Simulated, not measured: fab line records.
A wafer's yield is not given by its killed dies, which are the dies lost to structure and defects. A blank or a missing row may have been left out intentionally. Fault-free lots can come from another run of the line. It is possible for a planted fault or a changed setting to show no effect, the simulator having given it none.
Which tool is to blame? ; flow ritCmos ; Sampling: 15 lots, 45 wafers, 2 of 202 route steps

## WHAT THE GAUGES SHOWED, per wafer
No reading from a measuring or inspecting step in the record can be judged against a usual standard deviation.

## WHICH TOOL RAN EACH LOT (tool, then ch and the chambers of the sampled wafers, then the start)
lot;RIT_CONTACT_CVD_00;RIT_M1_PROBE_99
L999;pecvd-01 ch 0,1,2, day 4 04:16;-
L102;pecvd-01 ch 0,1, day 4 21:34;-
L103;pecvd-04 ch 0,1, day 5 00:24;-
L104;pecvd-03 ch 0,1,2, day 5 04:07;-
L106;pecvd-04 ch 0,1,2, day 5 14:08;-
L107;pecvd-03 ch 0,2, day 5 20:46;-
L108;pecvd-01 ch 0,2, day 6 00:33;prober-01, day 6 09:26
L109;pecvd-04 ch 0,1,2, day 6 10:28;prober-02, day 6 16:43
L111;pecvd-01 ch 0,2, day 6 20:19;prober-02, day 7 06:03
L112;pecvd-04 ch 1,2, day 7 06:58;-
L113;pecvd-03 ch 1,2, day 7 08:53;-
L114;pecvd-01 ch 0,2, day 7 15:49;-
L115;pecvd-04 ch 0,2, day 7 20:46;prober-02, day 8 03:32
L116;pecvd-03 ch 0,1,2, day 8 01:53;-
L117;pecvd-01 ch 0,1,2, day 8 08:20;-
- RIT_CONTACT_CVD_00: deposits SiO2 from TEOS, target thk 400 nm, time 61 s.
- RIT_M1_PROBE_99

## WHAT THE TOOLS THEMSELVES READ (means of the sampled wafers that have a number; where no wafer has one, the mark that the record gives instead)
RIT_CONTACT_CVD_00. Usual: heaterPowerW 320 W, standard deviation 62; rfFwdPowerW 396.8 W, standard deviation 1.8; susceptorTempC 389.99 C, standard deviation 0.21.
lot;tool;heaterPowerW (W);rfFwdPowerW (W);susceptorTempC (C);flag
L999;pecvd-01;314;394.6;389.98;
L102;pecvd-01;-;-;-;OFF
L103;pecvd-04;-;-;-;OFF
L104;pecvd-03;-;-;-;OFF
L106;pecvd-04;348;397.9;389.84;
L107;pecvd-03;340;398.2;390.18;
L108;pecvd-01;257;397.2;390.13;
L109;pecvd-04;356;395.4;389.93;
L111;pecvd-01;253;395.8;390.09;
L112;pecvd-04;396;398.9;390.09;
L113;pecvd-03;268;397.5;389.94;
L114;pecvd-01;298;394.7;389.94;
L115;pecvd-04;339;397.2;389.77;
L116;pecvd-03;280;398.5;389.96;
L117;pecvd-01;326;396.2;389.97;

RIT_M1_PROBE_99. Usual: defectLimitedYield 97.5 %, standard deviation 1.1; killed_at_M0_to_M3 0.0, standard deviation 0.14; killedAtContacts 0.1, standard deviation 0.3; killedAtFrontEnd 6.5, standard deviation 2.9; killedDies 6.6, standard deviation 3; killedOpen 3.3, standard deviation 2; killedShort 3.3, standard deviation 1.9; sort_bin_3_pad_short 0.1 %, standard deviation 0.2; sort_bin_5_function 1.4 %, standard deviation 0.78; sort_bin_6_memory 1.0 %, standard deviation 0.71; sortNPass 257.4, standard deviation 3; sortYieldPct 97.5 %, standard deviation 1.1.
lot;tool;defectLimitedYield (%);killed_at_M0_to_M3;killedAtContacts;killedAtFrontEnd;killedDies;killedOpen;killedShort;sort_bin_3_pad_short (%);sort_bin_5_function (%);sort_bin_6_memory (%);sortNPass;sortYieldPct (%);flag
L108;prober-01;97.6;0.0;0.3;6.0;6.3;3.7;2.7;0.0;1.6;0.8;257.7;97.6;
L109;prober-02;96.2;0.0;0.0;10.0;10.0;4.7;5.3;0.1;1.5;2.2;254.0;96.2;
L111;prober-02;96.9;0.0;0.0;8.3;8.3;3.0;5.3;0.1;1.8;1.3;255.7;96.9;
L115;prober-02;97.3;0.0;0.0;7.0;7.0;3.3;3.7;0.4;1.1;1.1;257.0;97.3;

## THE ANSWER, worked out from the rows above alone
Rule: take the mean of a lot's wafers that have a number; if it is more than 3 standard deviations from the usual mean, the lot is off. A lot without any number at a reading at which 4 lots or more have one is off too. Where the step has rows for the other lots, those lots are counted as sound. First the gauges in route order, then the tools' own readings, where a lot's mean is used as printed above. The first step at which some lot is off is used, and at that step the reading that is off furthest; a lot without a number counts as furthest.
Off: L102, L103, L104 (RIT_CONTACT_CVD_00, heaterPowerW). Without a number there: L102, L103, L104.
If a tool, at that step or one of the process steps before it, ran each lot that is off and ran no sound lot following the first of them, it fits. None of those tried fits.

## WHAT THE SIMULATOR HAD INSERTED
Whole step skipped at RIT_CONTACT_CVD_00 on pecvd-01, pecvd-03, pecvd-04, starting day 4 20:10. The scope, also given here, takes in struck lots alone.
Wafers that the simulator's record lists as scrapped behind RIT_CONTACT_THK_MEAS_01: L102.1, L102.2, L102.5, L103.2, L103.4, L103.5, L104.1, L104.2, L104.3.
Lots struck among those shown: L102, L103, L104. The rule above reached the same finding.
